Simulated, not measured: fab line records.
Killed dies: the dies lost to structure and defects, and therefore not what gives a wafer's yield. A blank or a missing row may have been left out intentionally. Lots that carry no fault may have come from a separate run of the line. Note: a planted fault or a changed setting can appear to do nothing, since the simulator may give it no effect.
The tool behind it: which one? | flow rit-cmos | 45 wafers from 15 lots sampled at 4 of the route's 202 steps

## WHAT EACH GAUGE READ, for each wafer
RIT_M1_CD_MEAS_09: the cd target is 2600 nm. Usual: cd-nm reads 2599.2 nm (standard deviation 2.3).
lot  | measured    | on        | cd-nm (nm)           | flag
L705 | day 3 14:38 | cd-sem-02 | 2598.8 2596.7 2599.4 |
L706 | day 3 21:04 | cd-sem-02 | 2597.3 2597.6 2597.4 |
L708 | day 4 08:11 | cd-sem-02 | 2599.3 2598.2 2598.9 |
L710 | day 4 23:52 | cd-sem-01 | 2597.2 2595.6 2595.4 |
L712 | day 5 06:04 | cd-sem-01 | 2600.0 2597.9 2600.1 |
L713 | day 5 08:01 | cd-sem-02 | 2596.8 2597.9 2597.4 |
L716 | day 5 23:52 | cd-sem-02 | 2601.8 2598.6 2599.3 |
L719 | day 6 10:43 | cd-sem-01 | 2598.7 2598.4 2597.3 |
L720 | day 6 16:10 | cd-sem-01 | 2598.9 2599.8 2597.9 |
L721 | day 6 19:39 | cd-sem-02 | 2599.7 2599.6 2599.6 |
L722 | day 6 22:52 | cd-sem-02 | 2602.9 2603.7 2602.8 |
L723 | day 7 10:01 | cd-sem-02 | 2601.5 2597.5 2598.7 |
L724 | day 7 11:16 | cd-sem-01 | 2598.5 2597.6 2598.7 |
L726 | day 7 18:15 | cd-sem-02 | 2601.4 2603.1 2601.9 |
L727 | day 8 03:21 | cd-sem-02 | 2595.8 2599.2 2597.8 |

RIT_M1_BOW_MEAS_16. Usual: M1_BOW gives 17 um (standard deviation 7.2).
lot  | measured    | on            | M1_BOW (um) | flag
L705 | day 3 17:11 | film-metro-03 | 10 27 15    |
L706 | day 3 23:35 | film-metro-02 | 15 15 33    |
L708 | day 4 10:53 | film-metro-02 | 13 14 17    |
L710 | day 5 02:34 | film-metro-03 | 35 14 11    |
L712 | day 5 08:38 | film-metro-03 | 5 16 12     |
L713 | day 5 10:52 | film-metro-03 | 9 12 5      |
L716 | day 6 02:35 | film-metro-01 | 19 19 23    |
L719 | day 6 13:21 | film-metro-03 | 22 30 10    |
L720 | day 6 18:43 | film-metro-02 | 10 14 17    |
L721 | day 6 22:38 | film-metro-03 | 18 10 19    |
L722 | day 7 01:25 | film-metro-03 | 14 12 18    |
L723 | day 7 12:34 | film-metro-02 | 8 23 10     |
L724 | day 7 14:02 | film-metro-02 | 17 21 11    |
L726 | day 7 20:47 | film-metro-02 | 19 29 4     |
L727 | day 8 06:04 | film-metro-02 | 22 18 16    |

## EACH LOT AND THE TOOL THAT RAN IT (in order: tool; ch and the chambers of the sampled wafers; start)
lot  | RIT_SILICIDE_RTA_04             | RIT_M1_METAL_ETCH_12
L705 | rtp-anneal-01 ch 0, day 3 10:44 | rie-metal-02 ch 0, day 3 15:02
L706 | rtp-anneal-02 ch 0, day 3 16:54 | rie-metal-01 ch 0,1, day 3 21:26
L708 | rtp-anneal-02 ch 0, day 4 04:15 | rie-metal-02 ch 1, day 4 08:42
L710 | rtp-anneal-02 ch 0, day 4 19:23 | rie-metal-04 ch 0,1, day 5 00:27
L712 | rtp-anneal-02 ch 0, day 5 02:11 | rie-metal-01 ch 0,1, day 5 06:28
L713 | rtp-anneal-01 ch 0, day 5 03:48 | rie-metal-02 ch 1, day 5 08:28
L716 | rtp-anneal-02 ch 0, day 5 19:42 | rie-metal-02 ch 1, day 6 00:19
L719 | rtp-anneal-01 ch 0, day 6 06:56 | rie-metal-02 ch 0,1, day 6 11:07
L720 | rtp-anneal-02 ch 0, day 6 11:57 | rie-metal-04 ch 0,1, day 6 16:34
L721 | rtp-anneal-01 ch 0, day 6 15:40 | rie-metal-01 ch 0,1, day 6 20:16
L722 | rtp-anneal-02 ch 0, day 6 18:35 | rie-metal-04 ch 0,1, day 6 23:15
L723 | rtp-anneal-01 ch 0, day 7 06:04 | rie-metal-01 ch 0,1, day 7 10:25
L724 | rtp-anneal-02 ch 0, day 7 07:27 | rie-metal-04 ch 0,1, day 7 11:40
L726 | rtp-anneal-02 ch 0, day 7 14:05 | rie-metal-01 ch 0,1, day 7 18:38
L727 | rtp-anneal-01 ch 0, day 7 23:07 | rie-metal-04 ch 0,1, day 8 03:45
- RIT_SILICIDE_RTA_04: time 10 s, ramp up 5 s, ramp down 5 s.
- RIT_M1_METAL_ETCH_12: etches Al in Cl2/BCl3, stops on SiO2, time 165 s, target depth 600 nm.

## AS READ BY THE TOOLS THEMSELVES (means over the sampled wafers that have a number; for cases with no such wafer, the mark the record gives instead)
RIT_SILICIDE_RTA_04. Usual: wafer_temp_C_max reads 652.9 (standard deviation 1.3).
lot  | tool          | wafer_temp_C_max | flag
L705 | rtp-anneal-01 | 651.8            |
L706 | rtp-anneal-02 | 654.1            |
L708 | rtp-anneal-02 | 653.8            |
L710 | rtp-anneal-02 | 654.5            |
L712 | rtp-anneal-02 | 653.8            |
L713 | rtp-anneal-01 | 651.9            |
L716 | rtp-anneal-02 | 653.7            |
L719 | rtp-anneal-01 | 651.9            |
L720 | rtp-anneal-02 | 654.5            |
L721 | rtp-anneal-01 | 652.1            |
L722 | rtp-anneal-02 | 654.2            |
L723 | rtp-anneal-01 | 651.9            |
L724 | rtp-anneal-02 | 653.2            |
L726 | rtp-anneal-02 | 652.9            |
L727 | rtp-anneal-01 | 651.4            |

RIT_M1_METAL_ETCH_12. Usual: drypump-motor-current-A 5.53 A, standard deviation 0.3; oes-product-au 0.781 a.u., standard deviation 0.014; run-length-s 193.3 s, standard deviation 0.68; throttle-valve-pct 8.23 %, standard deviation 0.07.
lot  | tool         | drypump-motor-current-A (A) | oes-product-au (a.u.) | run-length-s (s) | throttle-valve-pct (%) | flag
L705 | rie-metal-02 | 6.05                        | 0.786                 | 193.2            | 8.12                   |
L706 | rie-metal-01 | 5.67                        | 0.775                 | 193.5            | 8.24                   |
L708 | rie-metal-02 | 5.25                        | 0.783                 | 193.3            | 8.29                   |
L710 | rie-metal-04 | 5.32                        | 0.788                 | 192.9            | 8.24                   |
L712 | rie-metal-01 | 5.79                        | 0.780                 | 193.4            | 8.18                   |
L713 | rie-metal-02 | 5.25                        | 0.989                 | 154.7            | 8.27                   | OFF
L716 | rie-metal-02 | 5.25                        | 1.003                 | 152.3            | 8.27                   | OFF
L719 | rie-metal-02 | 5.78                        | 1.014                 | 152.2            | 8.15                   | OFF
L720 | rie-metal-04 | 5.32                        | 0.806                 | 192.8            | 8.22                   |
L721 | rie-metal-01 | 5.81                        | 0.780                 | 193.3            | 8.18                   |
L722 | rie-metal-04 | 5.32                        | 0.793                 | 192.7            | 8.25                   |
L723 | rie-metal-01 | 5.68                        | 0.775                 | 193.4            | 8.24                   |
L724 | rie-metal-04 | 5.32                        | 0.798                 | 193.1            | 8.23                   |
L726 | rie-metal-01 | 5.67                        | 0.768                 | 193.4            | 8.25                   |
L727 | rie-metal-04 | 5.29                        | 0.794                 | 192.7            | 8.25                   |

## THE ANSWER, worked out from the rows above alone
Rule: a lot counts as off when the mean over its wafers that have a number is more than 3 standard deviations away from the usual mean. A lot without any number at a reading at which 4 lots or more have one is off too. The other lots that the step has rows for count as sound. The gauges are gone through in route order, then the tools' own readings, and for those a lot's mean is taken as printed above. The first step at which some lot is off is used, and at that step the reading that is off furthest; a lot without a number counts as furthest.
Off, at RIT_M1_METAL_ETCH_12 on run-length-s: L713, L716, L719.
A tool fits if, at that step or a process step before it, it ran every lot that is off, and no sound lot after the first of them. One candidate fits, namely rie-metal-02 at RIT_M1_METAL_ETCH_12. A fault onset in the window from L708 (day 4 08:42, its last sound lot) to L713 (day 5 08:28, its first lot off) fits.
The tool's own readings at RIT_M1_METAL_ETCH_12 bear it out: on the lots that are off they differ by more than 5 times the standard deviation of the sound lots' means. oes-product-au reads 1.002 a.u. there against 0.786 a.u. on the sound lots; run-length-s reads 153.1 s there against 193.1 s on the sound lots.

## WHAT THE SIMULATOR HAD INSERTED
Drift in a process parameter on rie-metal-02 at RIT_M1_METAL_ETCH_12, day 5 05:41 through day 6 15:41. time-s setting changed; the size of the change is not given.
Lots struck among those shown: L713, L716, L719. The rule above found the same.
